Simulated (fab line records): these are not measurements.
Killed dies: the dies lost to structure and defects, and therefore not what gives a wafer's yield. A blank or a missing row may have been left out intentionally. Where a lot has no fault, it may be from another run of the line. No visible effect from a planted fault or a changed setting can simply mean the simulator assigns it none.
Code-filled problem report in 8D (eight disciplines) form -- flow rit_cmos -- the parts of the form that need people (team, actions taken, sign-off) are left out

## 1. WHAT WENT WRONG
GATE_POLY_THK at RIT_GATE_THK_MEAS_09 reads a mean of 308.2 nm on 3 wafers of 1 lot; wafers without a fault read 249.8 nm with a standard deviation of 2.5. Measured from the usual mean, that is +23 standard deviations.
Earliest sighting: wafer L727.4 on film_metro-04 at day 7 01:55. Wafers with a number at this step in the record: 39, from 13 lots. Rule for "out" (also "out of limits"): further than 4 standard deviations from the usual mean. The rest of the wafers with a number are treated as sound.

## 2. WHAT IT IS, WHAT IT ISN'T
question,is,is not
which readings at this step,GATE_POLY_THK,-
which lots,L727,"L707, L708, L710, L711, L712, L714, L715, L718, L719, L722, L723, L729"
which wafers of those lots,all that have a number,-
read on which gauges,film_metro-04,"film_metro-01, film_metro-02"
when,from day 7 01:55,up to then (33 sound wafers); but 3 sound wafers of L729 came after

## 3. THE SUSPECTS, EACH WITH WHAT RULES IT OUT
Counting: a tool at any process step up to the reading remains a suspect when it ran all the lots that are out and ran no sound lot after the first of those.
- the gauge at RIT_GATE_THK_MEAS_09 is ruled out. All the wafers that are out were read on film_metro-04, but those of them that RIT_GATE_CVD_08 has rows for are out there too, on other tools.
- lpcvd-01 at RIT_GATE_CVD_08 (deposits poly-Si from SiH4, target thk 250 nm, time 2220 s): kept. It ran the lot that is out, L727 (day 7 00:16), and no sound lot after that; its last sound lot up to then is L723 (day 5 22:51). Out on those wafers are its own readings of pressure_mtorr.
Remaining after the count: lpcvd-01 at RIT_GATE_CVD_08.

## 4. THE CAUSE (what the simulator had put in)
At RIT_GATE_CVD_08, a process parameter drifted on lpcvd-01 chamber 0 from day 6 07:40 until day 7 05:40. A move of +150 in setting pressure_mtorr, from 300. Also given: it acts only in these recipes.
Counting left only this tool.

## 5. THE EFFECT CHAIN, in route order
Rows list readings where the struck wafers' mean (over those with a number) sits beyond 3 standard deviations from the usual. Only readings whose record carries a usual standard deviation are examined. hours: median over the lots of the time between each lot's start at the first step of this table that gives one and its start at this step. sigmas: the change, counted in usual standard deviations.
hours,step,reading,usual,on struck wafers,change,sigmas
0,RIT_GATE_CVD_08,pressure_mtorr,299.8 mTorr,449.4,+149.6,+99 or more
2,RIT_GATE_THK_MEAS_09,GATE_POLY_THK,249.8 nm,308.2,+58.4,+23
6,RIT_GATE_ETCH_19,oes_product_au,0.850 a.u.,0.979,+0.129,+12
The process steps in it:
- RIT_GATE_CVD_08: deposits poly-Si from SiH4, target thk 250 nm, time 2220 s.
- RIT_GATE_ETCH_19: etches poly-Si in SF6/CHF3/O2, stops on SiO2, time 165 s, target depth 312.5 nm.

## 6. WHAT WOULD HAVE CAUGHT IT SOONER
The first out-of-limits reading at a measuring or inspecting step in this record came at day 7 01:55, 18 hours after the fault's start at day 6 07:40.
At RIT_GATE_CVD_08, the tool's own readings (pressure_mtorr) were out on each struck wafer the step has a row for, so an alarm limit on them would have fired on the first such wafer.
Lots out: 1; all had begun RIT_GATE_CVD_08 on lpcvd-01 by day 7 01:55. Tool hold at that time: it would have spared none of them.
